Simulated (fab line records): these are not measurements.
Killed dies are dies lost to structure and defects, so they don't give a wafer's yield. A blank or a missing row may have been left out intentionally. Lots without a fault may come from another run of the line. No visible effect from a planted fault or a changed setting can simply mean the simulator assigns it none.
fab line records / flow berkeley-cmos170
[record] lots = 5 wafers = 23
route steps=331 shown V2@306 M3@319
start-h: hours from the record's first day to the start of the lot's first wafer shown / wait-h: hours elapsed since this lot's preceding step / " as in the row above / L1.1+2: one row covering several wafers at once / - value missing, or start not given / * or withheld: withheld / < > ~ a bound
route shown NAME@n: NAME is a module with steps in the file, n the number in the route of the first one / usual: the fault-free wafers' mean and standard deviation / same: alike in all rows / chamber/n: place in a boat / sites: the reading at each site / _std_site: the values' standard deviation / _edge_site: inner sites' mean taken away from outer sites' mean / radius-mm: how far each site lies from the wafer's centre / mask NAME#n: copy n / behind: the tool/chamber that last shaped the wafer / hold: why the lot went on hold/how many hours it stayed there/how the hold came to an end / device: whichever transistor did not switch (one of n, p or np) / end of line: at the end of the route, the tests of the same wafers / where a step has no rows: the recipe by itself / killed: the dies lost at the first sort to structure and to defects; this is not the yield of the wafer / map: the dies of a wafer, with x for killed, . for not killed, _ for no die there
set.NAME: the setting as run; set.NAME@STEP: as run at that earlier step / model.NAME: the simulator's own value behind a step, which no gauge read
lots with deliberately changed settings; one table per step, one row per wafer
[[steps]]
[step UCB170_V2_ETCH_14]
[recipe] chemistry = CHF3/CF4/Ar target = SiO2 stop-on = Al CHF3_flow_sccm = 45 cf4-flow-sccm = 15 Ar_flow_sccm = 150 pressure-mtorr = 200 rf-w = 700 target-depth-a = 12500 over-etch-frac = 0.25 time-s = 291
lot.wafer=L075.1 tool=rie-diel-01 chamber=0 start-h=207.60 wait-h=0.0 set.time-s=291 model.KrF_of_V2_COAT_07.thk-nm=613.4
lot.wafer=L075.2 tool=rie-diel-01 chamber=3 start-h=207.60 wait-h=0.0 set.time-s=258.8 model.KrF_of_V2_COAT_07.thk-nm=639.6
lot.wafer=L075.3 tool=rie-diel-01 chamber=2 start-h=207.60 wait-h=0.0 set.time-s=291 model.KrF_of_V2_COAT_07.thk-nm=609.9
lot.wafer=L075.4 tool=rie-diel-01 chamber=1 start-h=207.60 wait-h=0.0 set.time-s=291 model.KrF_of_V2_COAT_07.thk-nm=610.6
lot.wafer=L075.5 tool=rie-diel-01 chamber=1 start-h=207.60 wait-h=0.0 set.time-s=258.8 model.KrF_of_V2_COAT_07.thk-nm=644
lot.wafer=L084.1 tool=rie-diel-04 chamber=1 start-h=234.22 wait-h=0.0 set.time-s=291 model.KrF_of_V2_COAT_07.thk-nm=608.9
lot.wafer=L084.3 tool=rie-diel-04 chamber=0 start-h=234.22 wait-h=0.0 set.time-s=291 model.KrF_of_V2_COAT_07.thk-nm=609.5
lot.wafer=L084.4 tool=rie-diel-04 chamber=2 start-h=234.22 wait-h=0.0 set.time-s=291 model.KrF_of_V2_COAT_07.thk-nm=607.3
lot.wafer=L084.5 tool=rie-diel-04 chamber=1 start-h=234.22 wait-h=0.0 set.time-s=291 model.KrF_of_V2_COAT_07.thk-nm=611.1
lot.wafer=L084.6 tool=rie-diel-04 chamber=0 start-h=234.22 wait-h=0.0 set.time-s=291 model.KrF_of_V2_COAT_07.thk-nm=609.3
lot.wafer=L083.1 tool=rie-diel-03 chamber=0 start-h=236.11 wait-h=0.0 set.time-s=265.4 model.KrF_of_V2_COAT_07.thk-nm=637.7
lot.wafer=L083.2 tool=rie-diel-03 chamber=2 start-h=236.11 wait-h=0.0 set.time-s=291 model.KrF_of_V2_COAT_07.thk-nm=610.4
lot.wafer=L083.3 tool=rie-diel-03 chamber=1 start-h=236.11 wait-h=0.0 set.time-s=291 model.KrF_of_V2_COAT_07.thk-nm=609.6
lot.wafer=L083.4 tool=rie-diel-03 chamber=3 start-h=236.11 wait-h=0.0 set.time-s=265.4 model.KrF_of_V2_COAT_07.thk-nm=632.7
lot.wafer=L083.6 tool=rie-diel-03 chamber=1 start-h=236.11 wait-h=0.0 set.time-s=265.4 model.KrF_of_V2_COAT_07.thk-nm=630.5
lot.wafer=L080.1 tool=rie-diel-04 chamber=0 start-h=237.51 wait-h=0.0 set.time-s=316.8 model.KrF_of_V2_COAT_07.thk-nm=585
lot.wafer=L080.2 tool=rie-diel-04 chamber=1 start-h=237.51 wait-h=0.0 set.time-s=316.8 model.KrF_of_V2_COAT_07.thk-nm=584.8
lot.wafer=L080.4 tool=rie-diel-04 chamber=2 start-h=237.51 wait-h=0.0 set.time-s=316.8 model.KrF_of_V2_COAT_07.thk-nm=587.4
lot.wafer=L080.5 tool=rie-diel-04 chamber=3 start-h=237.51 wait-h=0.0 set.time-s=291 model.KrF_of_V2_COAT_07.thk-nm=611.5
lot.wafer=L080.6 tool=rie-diel-04 chamber=2 start-h=237.51 wait-h=0.0 set.time-s=291 model.KrF_of_V2_COAT_07.thk-nm=611.9
lot.wafer=L081.3 tool=rie-diel-03 chamber=0 start-h=237.72 wait-h=0.0 set.time-s=291 model.KrF_of_V2_COAT_07.thk-nm=613.9
lot.wafer=L081.5 tool=rie-diel-03 chamber=1 start-h=237.72 wait-h=0.0 set.time-s=291 model.KrF_of_V2_COAT_07.thk-nm=608.2
lot.wafer=L081.6 tool=rie-diel-03 chamber=2 start-h=237.72 wait-h=0.0 set.time-s=291 model.KrF_of_V2_COAT_07.thk-nm=615.1
[step UCB170_V2_STRIP_15]
[recipe] chemistry = O2 power-w = 400 pressure-mtorr = 3500 platen-temp-c = withheld o2-flow-sccm = 400 overash-fraction = 0.5
[usual] strip-time-to-endpoint-s = 15.29/0.087
lot.wafer=L075.1 tool=plasma-asher-01 chamber=1 start-h=207.78 wait-h=0.1 set.time-s@V2_ETCH_14=291 strip-time-to-endpoint-s=15.40
lot.wafer=L075.2 tool=plasma-asher-01 chamber=0 start-h=207.78 wait-h=0.1 set.time-s@V2_ETCH_14=258.8 strip-time-to-endpoint-s=15.95
lot.wafer=L075.3 tool=plasma-asher-01 chamber=1 start-h=207.78 wait-h=0.1 set.time-s@V2_ETCH_14=291 strip-time-to-endpoint-s=15.30
lot.wafer=L075.4 tool=plasma-asher-01 chamber=0 start-h=207.78 wait-h=0.1 set.time-s@V2_ETCH_14=291 strip-time-to-endpoint-s=15.31
lot.wafer=L075.5 tool=plasma-asher-01 chamber=1 start-h=207.78 wait-h=0.1 set.time-s@V2_ETCH_14=258.8 strip-time-to-endpoint-s=16.04
lot.wafer=L084.1 tool=plasma-asher-03 chamber=0 start-h=234.39 wait-h=0.1 set.time-s@V2_ETCH_14=291 strip-time-to-endpoint-s=15.28
lot.wafer=L084.3 tool=plasma-asher-03 chamber=1 start-h=234.39 wait-h=0.1 set.time-s@V2_ETCH_14=291 strip-time-to-endpoint-s=15.28
lot.wafer=L084.4 tool=plasma-asher-03 chamber=0 start-h=234.39 wait-h=0.1 set.time-s@V2_ETCH_14=291 strip-time-to-endpoint-s=15.25
lot.wafer=L084.5 tool=plasma-asher-03 chamber=0 start-h=234.39 wait-h=0.1 set.time-s@V2_ETCH_14=291 strip-time-to-endpoint-s=15.34
lot.wafer=L084.6 tool=plasma-asher-03 chamber=1 start-h=234.39 wait-h=0.1 set.time-s@V2_ETCH_14=291 strip-time-to-endpoint-s=15.30
lot.wafer=L083.1 tool=plasma-asher-03 chamber=1 start-h=236.29 wait-h=0.1 set.time-s@V2_ETCH_14=265.4 strip-time-to-endpoint-s=15.90
lot.wafer=L083.2 tool=plasma-asher-03 chamber=0 start-h=236.29 wait-h=0.1 set.time-s@V2_ETCH_14=291 strip-time-to-endpoint-s=15.33
lot.wafer=L083.3 tool=plasma-asher-03 chamber=0 start-h=236.29 wait-h=0.1 set.time-s@V2_ETCH_14=291 strip-time-to-endpoint-s=15.29
lot.wafer=L083.4 tool=plasma-asher-03 chamber=1 start-h=236.29 wait-h=0.1 set.time-s@V2_ETCH_14=265.4 strip-time-to-endpoint-s=15.83
lot.wafer=L083.6 tool=plasma-asher-03 chamber=1 start-h=236.29 wait-h=0.1 set.time-s@V2_ETCH_14=265.4 strip-time-to-endpoint-s=15.78
lot.wafer=L080.1 tool=plasma-asher-03 chamber=1 start-h=237.69 wait-h=0.1 set.time-s@V2_ETCH_14=316.8 strip-time-to-endpoint-s=14.72
lot.wafer=L080.2 tool=plasma-asher-03 chamber=0 start-h=237.69 wait-h=0.1 set.time-s@V2_ETCH_14=316.8 strip-time-to-endpoint-s=14.71
lot.wafer=L080.4 tool=plasma-asher-03 chamber=1 start-h=237.69 wait-h=0.1 set.time-s@V2_ETCH_14=316.8 strip-time-to-endpoint-s=14.77
lot.wafer=L080.5 tool=plasma-asher-03 chamber=0 start-h=237.69 wait-h=0.1 set.time-s@V2_ETCH_14=291 strip-time-to-endpoint-s=15.35
lot.wafer=L080.6 tool=plasma-asher-03 chamber=1 start-h=237.69 wait-h=0.1 set.time-s@V2_ETCH_14=291 strip-time-to-endpoint-s=15.36
lot.wafer=L081.3 tool=plasma-asher-02 chamber=1 start-h=237.93 wait-h=0.1 set.time-s@V2_ETCH_14=291 strip-time-to-endpoint-s=15.40
lot.wafer=L081.5 tool=plasma-asher-02 chamber=0 start-h=237.93 wait-h=0.1 set.time-s@V2_ETCH_14=291 strip-time-to-endpoint-s=15.26
lot.wafer=L081.6 tool=plasma-asher-02 chamber=1 start-h=237.93 wait-h=0.1 set.time-s@V2_ETCH_14=291 strip-time-to-endpoint-s=15.42
[step UCB170_M3_COAT_10]
[recipe] resist = KrF spin-rpm = 1500 resist-thk-nm = 900
lot.wafer=L075.1 tool=litho-track-01 chamber=0 start-h=- wait-h=- set.resist-thk-nm=900 model.KrF_of_M3_COAT_10.thk-nm=902.7
lot.wafer=L075.2 tool=litho-track-01 chamber=0 start-h=- wait-h=- set.resist-thk-nm=868.5 model.KrF_of_M3_COAT_10.thk-nm=870.5
lot.wafer=L075.3 tool=litho-track-01 chamber=0 start-h=- wait-h=- set.resist-thk-nm=900 model.KrF_of_M3_COAT_10.thk-nm=902.1
lot.wafer=L075.4 tool=litho-track-01 chamber=0 start-h=- wait-h=- set.resist-thk-nm=868.5 model.KrF_of_M3_COAT_10.thk-nm=871.1
lot.wafer=L075.5 tool=litho-track-01 chamber=0 start-h=- wait-h=- set.resist-thk-nm=900 model.KrF_of_M3_COAT_10.thk-nm=900.4
lot.wafer=L084.1 tool=litho-track-02 chamber=0 start-h=- wait-h=- set.resist-thk-nm=925.7 model.KrF_of_M3_COAT_10.thk-nm=922.1
lot.wafer=L084.3 tool=litho-track-02 chamber=0 start-h=- wait-h=- set.resist-thk-nm=925.7 model.KrF_of_M3_COAT_10.thk-nm=925.1
lot.wafer=L084.4 tool=litho-track-02 chamber=0 start-h=- wait-h=- set.resist-thk-nm=925.7 model.KrF_of_M3_COAT_10.thk-nm=925.3
lot.wafer=L084.5 tool=litho-track-02 chamber=0 start-h=- wait-h=- set.resist-thk-nm=900 model.KrF_of_M3_COAT_10.thk-nm=899
lot.wafer=L084.6 tool=litho-track-02 chamber=0 start-h=- wait-h=- set.resist-thk-nm=900 model.KrF_of_M3_COAT_10.thk-nm=901.7
lot.wafer=L083.1 tool=litho-track-02 chamber=0 start-h=- wait-h=- set.resist-thk-nm=900 model.KrF_of_M3_COAT_10.thk-nm=899.5
lot.wafer=L083.2 tool=litho-track-02 chamber=0 start-h=- wait-h=- set.resist-thk-nm=848.1 model.KrF_of_M3_COAT_10.thk-nm=848.7
lot.wafer=L083.3 tool=litho-track-02 chamber=0 start-h=- wait-h=- set.resist-thk-nm=848.1 model.KrF_of_M3_COAT_10.thk-nm=847.2
lot.wafer=L083.4 tool=litho-track-02 chamber=0 start-h=- wait-h=- set.resist-thk-nm=848.1 model.KrF_of_M3_COAT_10.thk-nm=844.9
lot.wafer=L083.6 tool=litho-track-02 chamber=0 start-h=- wait-h=- set.resist-thk-nm=900 model.KrF_of_M3_COAT_10.thk-nm=895.2
lot.wafer=L080.1 tool=litho-track-01 chamber=0 start-h=- wait-h=- set.resist-thk-nm=900 model.KrF_of_M3_COAT_10.thk-nm=903
lot.wafer=L080.2 tool=litho-track-01 chamber=0 start-h=- wait-h=- set.resist-thk-nm=900 model.KrF_of_M3_COAT_10.thk-nm=901.8
lot.wafer=L080.4 tool=litho-track-01 chamber=0 start-h=- wait-h=- set.resist-thk-nm=900 model.KrF_of_M3_COAT_10.thk-nm=902.8
lot.wafer=L080.5 tool=litho-track-01 chamber=0 start-h=- wait-h=- set.resist-thk-nm=900 model.KrF_of_M3_COAT_10.thk-nm=903.7
lot.wafer=L080.6 tool=litho-track-01 chamber=0 start-h=- wait-h=- set.resist-thk-nm=900 model.KrF_of_M3_COAT_10.thk-nm=902.6
lot.wafer=L081.3 tool=litho-track-03 chamber=0 start-h=- wait-h=- set.resist-thk-nm=900 model.KrF_of_M3_COAT_10.thk-nm=904.9
lot.wafer=L081.5 tool=litho-track-03 chamber=0 start-h=- wait-h=- set.resist-thk-nm=900 model.KrF_of_M3_COAT_10.thk-nm=900.7
lot.wafer=L081.6 tool=litho-track-03 chamber=0 start-h=- wait-h=- set.resist-thk-nm=900 model.KrF_of_M3_COAT_10.thk-nm=903.6
[[key]]
[split] step = UCB170_V2_ETCH_14 setting = time-s stated = 291 by = wafer
[response] step = UCB170_V2_ETCH_14 reading = model.KrF_of_V2_COAT_07.thk-nm change = -2.79 per = 1% r = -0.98
[response] step = UCB170_V2_STRIP_15 reading = strip-time-to-endpoint-s change = * per = 1% r = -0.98
[split] step = UCB170_M3_COAT_10 setting = resist-thk-nm stated = 900 by = wafer
[response] step = UCB170_M3_COAT_10 reading = model.KrF_of_M3_COAT_10.thk-nm change = +8.7 per = 1% r = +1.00
